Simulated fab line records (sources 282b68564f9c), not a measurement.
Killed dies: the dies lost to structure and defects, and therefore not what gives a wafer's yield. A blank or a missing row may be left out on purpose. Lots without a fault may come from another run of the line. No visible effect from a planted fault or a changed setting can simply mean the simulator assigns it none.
Commonality check across tools -- flow rit cmos -- Sampled: 14 lots, 42 wafers

== REASON IT WAS OPENED ==
RIT_NLDD_TW_MEAS_10, reading NLDD_TW: flagged on 2 of 14 lots. No-fault wafers: 2479, standard deviation 22.
Rule: a lot is flagged when every wafer of it that has a number lies more than 4 standard deviations from that mean, or none has a number. As for the other lots, they are considered sound.

lot,measured,on,"NLDD_TW, wafer by wafer",flag
L778,day 2 20:40,film metro-02,2487 2496 2503,
L779,day 3 02:58,film metro-02,2504 2499 2501,
L781,day 3 09:38,film metro-03,2437 2444 2438,
L783,day 3 23:43,film metro-04,2474 2489 2469,
L784,day 4 01:37,film metro-04,2284 2269 2274,FLAGGED
L785,day 4 10:46,film metro-02,2279 2256 2266,FLAGGED
L788,day 5 03:20,film metro-04,2489 2476 2477,
L792,day 5 22:04,film metro-02,2497 2489 2497,
L796,day 6 14:12,film metro-04,2482 2475 2478,
L797,day 6 19:28,film metro-03,2445 2428 2452,
L798,day 7 02:10,film metro-03,2472 2470 2463,
L799,day 7 06:28,film metro-03,2463 2470 2478,
L800,day 7 10:01,film metro-04,2489 2488 2493,
L801,day 7 17:29,film metro-02,2516 2513 2507,
The numbers of the flagged lots are 2271 on average: -208 against the usual, or -9 standard deviations.

== WHICH TOOL EACH LOT WENT THROUGH ==
The record keeps 1 process step preceding the reading, out of 202 steps on the route. Each cell gives the tool, then ch followed by the chambers the sampled wafers passed through, then the start.
lot,flag,RIT_NLDD_IMPLANT_08
L778,,"implanter-01 ch 0, day 2 20:22"
L779,,"implanter-04 ch 0, day 3 02:40"
L781,,"implanter-04 ch 0, day 3 09:20"
L783,,"implanter-02 ch 0, day 3 23:25"
L784,FLAGGED,"implanter-01 ch 0, day 4 01:18"
L785,FLAGGED,"implanter-01 ch 0, day 4 10:27"
L788,,"implanter-02 ch 0, day 5 03:01"
L792,,"implanter-04 ch 0, day 5 21:47"
L796,,"implanter-02 ch 0, day 6 13:53"
L797,,"implanter-02 ch 0, day 6 19:10"
L798,,"implanter-02 ch 0, day 7 01:50"
L799,,"implanter-04 ch 0, day 7 06:08"
L800,,"implanter-01 ch 0, day 7 09:42"
L801,,"implanter-01 ch 0, day 7 17:10"
What is done by these steps:
- RIT_NLDD_IMPLANT_08
- RIT_NLDD_TW_MEAS_10

== FLAGGED AGAINST TOTAL, ONE TOOL AT A TIME (gauges that did the reading follow at the end) ==
step,tool,lots run,flagged,share of the flagged lots,sound lots run after its first flagged lot
RIT_NLDD_IMPLANT_08,implanter-01,5,2,all,"2 (L800,L801)"
RIT_NLDD_IMPLANT_08,implanter-02,5,0,none,-
RIT_NLDD_IMPLANT_08,implanter-04,4,0,none,-
RIT_NLDD_TW_MEAS_10,film metro-02,5,1,some,"2 (L792,L801)"
RIT_NLDD_TW_MEAS_10,film metro-03,4,0,none,-
RIT_NLDD_TW_MEAS_10,film metro-04,5,1,some,"3 (L788,L796,L800)"

== WHAT THE TABLE PERMITS ==
Rows of the table that ran each flagged lot: 1, that is implanter-01 at RIT_NLDD_IMPLANT_08.
- implanter-01 at RIT_NLDD_IMPLANT_08 ran 5 lots, 2 of them flagged. Sound lots followed the first flagged one (L800, L801) on it, something a lasting fault affecting the whole tool could not allow. Its own readings lie more than 4 standard deviations out on every wafer of the flagged lots: tilt deg.
There is no row in the table that ran each flagged lot and no sound lot after the first.

== WHAT THE SIMULATOR HAD INSERTED ==
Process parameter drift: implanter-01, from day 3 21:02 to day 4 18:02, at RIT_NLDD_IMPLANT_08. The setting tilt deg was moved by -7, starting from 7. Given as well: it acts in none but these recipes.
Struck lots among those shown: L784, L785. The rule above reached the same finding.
